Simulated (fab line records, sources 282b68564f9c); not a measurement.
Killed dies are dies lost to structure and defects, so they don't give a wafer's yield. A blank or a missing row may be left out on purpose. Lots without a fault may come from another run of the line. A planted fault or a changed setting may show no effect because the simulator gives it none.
Split-lot experiment | flow rit_cmos | 5 lots, 23 wafers read, on a route of 202 steps

THE SPLIT
At RIT_CONTACT_COAT_03 (resist thk 1000 nm), the setting spin_rpm was moved away from the recipe's 3250 rpm on 5 of the 23 wafers read, by -3.6% to +5.3%. The other wafers ran this setting at the recipe's value.

The reading is taken at the split's own step.

THE READING
NOVOLAK_of_CONTACT_COAT_03.thk_nm (the simulator's own value, which no gauge read), in nm, at RIT_CONTACT_COAT_03 (resist thk 1000 nm). The file gives no usual value for it. The 18 wafers here that ran the recipe average 1004.1 nm, standard deviation 3.3 nm.

wafer  | tool, chamber at the split | spin_rpm as run, rpm | against the recipe | NOVOLAK_of_CONTACT_COAT_03.thk_nm, nm | against lot-mates on the recipe
L074.1 | litho_track-01, 0          | 3250                 | recipe             | 1004                                  | -
L074.2 | litho_track-01, 0          | 3250                 | recipe             | 999.7                                 | -
L074.3 | litho_track-01, 0          | 3421                 | +5.3%              | 973.5                                 | -28.1
L074.5 | litho_track-01, 0          | 3250                 | recipe             | 1001                                  | -
L074.6 | litho_track-01, 0          | 3421                 | +5.3%              | 975.2                                 | -26.4
L077.2 | litho_track-04, 0          | 3250                 | recipe             | 999.7                                 | -
L077.3 | litho_track-04, 0          | 3250                 | recipe             | 1005                                  | -
L077.6 | litho_track-04, 0          | 3250                 | recipe             | 1005                                  | -
L077.4 | litho_track-04, 0          | 3250                 | recipe             | 1003                                  | -
L077.5 | litho_track-04, 0          | 3250                 | recipe             | 1006                                  | -
L078.1 | litho_track-03, 0          | 3250                 | recipe             | 1008                                  | -
L078.3 | litho_track-03, 0          | 3250                 | recipe             | 1007                                  | -
L078.5 | litho_track-03, 0          | 3250                 | recipe             | 1007                                  | -
L078.4 | litho_track-03, 0          | 3250                 | recipe             | 1009                                  | -
L078.6 | litho_track-03, 0          | 3250                 | recipe             | 1010                                  | -
L081.1 | litho_track-04, 0          | 3250                 | recipe             | 1002                                  | -
L081.2 | litho_track-04, 0          | 3132                 | -3.6%              | 1019                                  | +15.5
L081.3 | litho_track-04, 0          | 3250                 | recipe             | 1005                                  | -
L081.4 | litho_track-04, 0          | 3132                 | -3.6%              | 1018                                  | +14.5
L081.6 | litho_track-04, 0          | 3132                 | -3.6%              | 1021                                  | +17.5
L084.3 | litho_track-04, 0          | 3250                 | recipe             | 1003                                  | -
L084.4 | litho_track-04, 0          | 3250                 | recipe             | 999.6                                 | -
L084.5 | litho_track-04, 0          | 3250                 | recipe             | 999.8                                 | -

THE FIT
A straight line over all 23 wafers: NOVOLAK_of_CONTACT_COAT_03.thk_nm changes by -5.05 nm for each +1% of spin_rpm; r = -0.95; the points scatter about the line by 3.3 nm.
The same after taking each lot's own level away (the mean of its wafers on the recipe; 23 wafers): -4.84 nm for each +1%; r = -0.98; scatter 1.8 nm.
On that fit, the largest move of spin_rpm shifts the reading by 25 nm.
The lots' own levels span 1000.80 to 1008.20 nm, that is 2.3 times the standard deviation above.
So the lot-to-lot level changes the slope little: the two slopes agree.
Check: with one of the wafers moved furthest among these (+5.3%) left out of the fit, the line predicts -24.7 nm for it against its lot-mates. It came out at -28.1 nm against them.

OTHER SPLITS ON THESE WAFERS
These wafers also went through other splits before the reading. Each is held against what the fit with the lots' levels taken away leaves over:
other split on the same wafers  | wafers away from the commonest value | r with NOVOLAK_of_CONTACT_COAT_03.thk_nm (lot level and that fit taken away)
RIT_ACTIVE_OXIDATION_01 temp_c  | 10                                   | +0.20
RIT_FOX2_OXIDATION_00 ox_time_s | 15                                   | +0.24
RIT_NWELL_IMPLANT_08 energy_kev | 10                                   | -0.01
RIT_GATE_COAT_11 resist_thk_nm  | 5                                    | -0.01
RIT_GATE_DEVELOP_15 dev_temp_c  | 9                                    | -0.12
RIT_PLDD_SOFTBAKE_02 temp_c     | 9                                    | +0.14
RIT_PLDD_IMPLANT_08 dose_cm2    | 7                                    | +0.03
RIT_NSD_COAT_01 resist_thk_nm   | 11                                   | +0.07
RIT_SDANNEAL_CLEAN_00 time_s    | 15                                   | +0.14

THE FILE'S OWN FIT
NOVOLAK_of_CONTACT_COAT_03.thk_nm changes by -4.96 nm for each +1% of spin_rpm, r = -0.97.
